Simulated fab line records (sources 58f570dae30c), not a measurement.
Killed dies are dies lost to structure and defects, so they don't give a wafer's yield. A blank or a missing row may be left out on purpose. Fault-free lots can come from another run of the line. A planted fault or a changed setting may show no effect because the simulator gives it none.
Which of the tools did it? || flow berkeley-cmos170 || Sampling: 15 lots, 45 wafers, 3 of 331 route steps

WHAT THE GAUGES READ, wafer by wafer
UCB170_SILICIDE_RS_MEAS_02: measurement is done with a four-point probe.
{"lot": "L954", "measured": "day 7 23:34", "on": "film-metro-04", "SILICIDE_TI_RS (ohm/sq)": "26.3 26.3 26.1"}
{"lot": "L955", "measured": "day 8 00:12", "on": "film-metro-01", "SILICIDE_TI_RS (ohm/sq)": "25.6 25.8 25.8"}
{"lot": "L957", "measured": "day 8 17:22", "on": "film-metro-04", "SILICIDE_TI_RS (ohm/sq)": "26.2 26.1 26.5"}
{"lot": "L958", "measured": "day 9 03:35", "on": "film-metro-01", "SILICIDE_TI_RS (ohm/sq)": "26.1 25.9 26.2"}
{"lot": "L960", "measured": "day 9 04:44", "on": "film-metro-01", "SILICIDE_TI_RS (ohm/sq)": "26.1 26.1 25.9"}
{"lot": "L963", "measured": "day 9 15:28", "on": "film-metro-01", "SILICIDE_TI_RS (ohm/sq)": "26.0 26.1 26.3"}
{"lot": "L962", "measured": "day 9 15:55", "on": "film-metro-01", "SILICIDE_TI_RS (ohm/sq)": "25.9 25.9 26.0"}
{"lot": "L965", "measured": "day 10 00:47", "on": "film-metro-04", "SILICIDE_TI_RS (ohm/sq)": "25.7 26.0 25.7"}
{"lot": "L964", "measured": "day 10 01:02", "on": "film-metro-04", "SILICIDE_TI_RS (ohm/sq)": "25.6 25.6 25.6"}
{"lot": "L966", "measured": "day 10 01:10", "on": "film-metro-03", "SILICIDE_TI_RS (ohm/sq)": "26.6 26.4 26.4"}
{"lot": "L968", "measured": "day 10 21:01", "on": "film-metro-04", "SILICIDE_TI_RS (ohm/sq)": "25.5 25.4 25.5"}
{"lot": "L970", "measured": "day 10 21:25", "on": "film-metro-04", "SILICIDE_TI_RS (ohm/sq)": "25.9 26.2 25.8"}
{"lot": "L971", "measured": "day 10 21:24", "on": "film-metro-03", "SILICIDE_TI_RS (ohm/sq)": "27.3 27.3 27.1 27.6 27.6 27.4"}
{"lot": "L972", "measured": "day 10 21:56", "on": "film-metro-03", "SILICIDE_TI_RS (ohm/sq)": "27.2 27.0 26.9"}
{"lot": "L974", "measured": "day 11 21:36", "on": "film-metro-01", "SILICIDE_TI_RS (ohm/sq)": "27.4 27.3 27.2 27.7 27.6 27.4"}

UCB170_SILICIDE_THK_MEAS_03: measures by xrf.
{"lot": "L954", "measured": "day 7 23:41", "on": "film-metro-04", "SILICIDE_TI_THK (nm)": "30.0 30.3 30.2"}
{"lot": "L955", "measured": "day 8 00:19", "on": "film-metro-01", "SILICIDE_TI_THK (nm)": "30.6 30.4 30.5"}
{"lot": "L957", "measured": "day 8 17:29", "on": "film-metro-04", "SILICIDE_TI_THK (nm)": "30.0 30.2 29.7"}
{"lot": "L958", "measured": "day 9 03:42", "on": "film-metro-01", "SILICIDE_TI_THK (nm)": "30.2 30.2 29.8"}
{"lot": "L960", "measured": "day 9 04:51", "on": "film-metro-01", "SILICIDE_TI_THK (nm)": "29.9 30.1 30.3"}
{"lot": "L963", "measured": "day 9 15:35", "on": "film-metro-01", "SILICIDE_TI_THK (nm)": "30.4 30.1 30.0"}
{"lot": "L962", "measured": "day 9 16:01", "on": "film-metro-01", "SILICIDE_TI_THK (nm)": "30.3 30.4 30.0"}
{"lot": "L965", "measured": "day 10 00:53", "on": "film-metro-04", "SILICIDE_TI_THK (nm)": "30.5 30.5 30.5"}
{"lot": "L964", "measured": "day 10 01:07", "on": "film-metro-04", "SILICIDE_TI_THK (nm)": "30.7 30.7 30.8"}
{"lot": "L966", "measured": "day 10 01:16", "on": "film-metro-03", "SILICIDE_TI_THK (nm)": "30.0 30.2 30.2"}
{"lot": "L968", "measured": "day 10 21:08", "on": "film-metro-04", "SILICIDE_TI_THK (nm)": "30.9 30.8 30.7"}
{"lot": "L970", "measured": "day 10 21:31", "on": "film-metro-04", "SILICIDE_TI_THK (nm)": "30.2 30.2 30.4"}
{"lot": "L971", "measured": "day 11 01:01", "on": "film-metro-03", "SILICIDE_TI_THK (nm)": "29.2 29.0 29.3"}
{"lot": "L972", "measured": "day 10 22:02", "on": "film-metro-03", "SILICIDE_TI_THK (nm)": "29.4 29.6 29.6"}
{"lot": "L974", "measured": "day 11 23:15", "on": "film-metro-01", "SILICIDE_TI_THK (nm)": "28.8 28.9 29.1 28.9 29.0 29.1"}

EACH LOT AND THE TOOL THAT RAN IT (in order: tool; ch and the chambers of the sampled wafers; start)
{"lot": "L954", "UCB170_SILICIDE_SPUTTER_01": "pvd-sputter-04, day 7 23:32"}
{"lot": "L955", "UCB170_SILICIDE_SPUTTER_01": "pvd-sputter-03, day 8 00:10"}
{"lot": "L957", "UCB170_SILICIDE_SPUTTER_01": "pvd-sputter-04, day 8 17:20"}
{"lot": "L958", "UCB170_SILICIDE_SPUTTER_01": "pvd-sputter-01, day 9 03:33"}
{"lot": "L960", "UCB170_SILICIDE_SPUTTER_01": "pvd-sputter-01, day 9 04:41"}
{"lot": "L963", "UCB170_SILICIDE_SPUTTER_01": "pvd-sputter-01, day 9 15:26"}
{"lot": "L962", "UCB170_SILICIDE_SPUTTER_01": "pvd-sputter-04, day 9 15:51"}
{"lot": "L965", "UCB170_SILICIDE_SPUTTER_01": "pvd-sputter-01, day 10 00:44"}
{"lot": "L964", "UCB170_SILICIDE_SPUTTER_01": "pvd-sputter-03, day 10 00:56"}
{"lot": "L966", "UCB170_SILICIDE_SPUTTER_01": "pvd-sputter-04, day 10 01:07"}
{"lot": "L968", "UCB170_SILICIDE_SPUTTER_01": "pvd-sputter-01, day 10 20:59"}
{"lot": "L970", "UCB170_SILICIDE_SPUTTER_01": "pvd-sputter-03, day 10 21:20"}
{"lot": "L971", "UCB170_SILICIDE_SPUTTER_01": "pvd-sputter-04, day 10 21:20"}
{"lot": "L972", "UCB170_SILICIDE_SPUTTER_01": "pvd-sputter-04, day 10 21:53"}
{"lot": "L974", "UCB170_SILICIDE_SPUTTER_01": "pvd-sputter-04, day 11 21:34"}
- UCB170_SILICIDE_SPUTTER_01: material Ti, target thk 30 nm, time 25 s.

AS READ BY THE TOOLS THEMSELVES (means over the sampled wafers that have a number; for cases with no such wafer, the mark the record gives instead)
UCB170_SILICIDE_SPUTTER_01.
{"lot": "L954", "tool": "pvd-sputter-04", "chamber-pressure-pa (Pa)": 0.4998, "throttle-valve-pct (%)": 29.4}
{"lot": "L955", "tool": "pvd-sputter-03", "chamber-pressure-pa (Pa)": 0.5002, "throttle-valve-pct (%)": 30.0}
{"lot": "L957", "tool": "pvd-sputter-04", "chamber-pressure-pa (Pa)": 0.4994, "throttle-valve-pct (%)": 30.2}
{"lot": "L958", "tool": "pvd-sputter-01", "chamber-pressure-pa (Pa)": 0.5008, "throttle-valve-pct (%)": 29.5}
{"lot": "L960", "tool": "pvd-sputter-01", "chamber-pressure-pa (Pa)": 0.4994, "throttle-valve-pct (%)": 29.2}
{"lot": "L963", "tool": "pvd-sputter-01", "chamber-pressure-pa (Pa)": 0.5001, "throttle-valve-pct (%)": 29.0}
{"lot": "L962", "tool": "pvd-sputter-04", "chamber-pressure-pa (Pa)": 0.5006, "throttle-valve-pct (%)": 29.7}
{"lot": "L965", "tool": "pvd-sputter-01", "chamber-pressure-pa (Pa)": 0.4999, "throttle-valve-pct (%)": 29.3}
{"lot": "L964", "tool": "pvd-sputter-03", "chamber-pressure-pa (Pa)": 0.5012, "throttle-valve-pct (%)": 29.5}
{"lot": "L966", "tool": "pvd-sputter-04", "chamber-pressure-pa (Pa)": 0.4993, "throttle-valve-pct (%)": 30.7}
{"lot": "L968", "tool": "pvd-sputter-01", "chamber-pressure-pa (Pa)": 0.5000, "throttle-valve-pct (%)": 28.9}
{"lot": "L970", "tool": "pvd-sputter-03", "chamber-pressure-pa (Pa)": 0.4996, "throttle-valve-pct (%)": 29.7}
{"lot": "L971", "tool": "pvd-sputter-04", "chamber-pressure-pa (Pa)": 0.5808, "throttle-valve-pct (%)": 25.9}
{"lot": "L972", "tool": "pvd-sputter-04", "chamber-pressure-pa (Pa)": 0.5824, "throttle-valve-pct (%)": 26.9}
{"lot": "L974", "tool": "pvd-sputter-04", "chamber-pressure-pa (Pa)": 0.5809, "throttle-valve-pct (%)": 27.5}

THE ANSWER, worked out from the rows above alone
Rule: usual is defined by the lots themselves. The widest of any qualifying gaps counts: lots, ordered by their means at a reading, are off when they make up no more than a third of the lots, leave a main group of 4 or more, and stand apart from it by 3 or more times the standard deviation of that group's means. If all means in a main group match to the digits the tables above print for the reading, that group is not used. Also off: a lot with no number at a reading for which 4 or more lots have one. All remaining lots with rows at the step are treated as sound. The gauges are gone through in route order, then the tools' own readings, and for those a lot's mean is taken as printed above. The first step at which some lot is off is used, and at that step the reading that is off furthest; a lot without a number counts as furthest.
Off at UCB170_SILICIDE_SPUTTER_01 (chamber-pressure-pa): L971, L972, L974. The main group has a mean of 0.5000 Pa with a standard deviation of 0.00057.
If a tool, at that step or one of the process steps before it, ran each lot that is off and ran no sound lot following the first of them, it fits. One fits: pvd-sputter-04 at UCB170_SILICIDE_SPUTTER_01. A fault onset in the window from L966 (day 10 01:07, its last sound lot) to L971 (day 10 21:20, its first lot off) fits.
The tool's own readings at UCB170_SILICIDE_SPUTTER_01 bear it out: on the lots that are off they differ by more than 5 times the standard deviation of the sound lots' means. chamber-pressure-pa reads 0.5814 Pa there against 0.5000 Pa on the sound lots; throttle-valve-pct reads 26.8 % there against 29.6 % on the sound lots.

WHAT THE SIMULATOR PUT IN
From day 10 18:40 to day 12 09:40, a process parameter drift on pvd-sputter-04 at UCB170_SILICIDE_SPUTTER_01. From 0.5, the setting chamber-pressure-pa moved by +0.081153. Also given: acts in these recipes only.
Struck lots among those shown: L971, L972, L974. The rule given above showed the same thing.
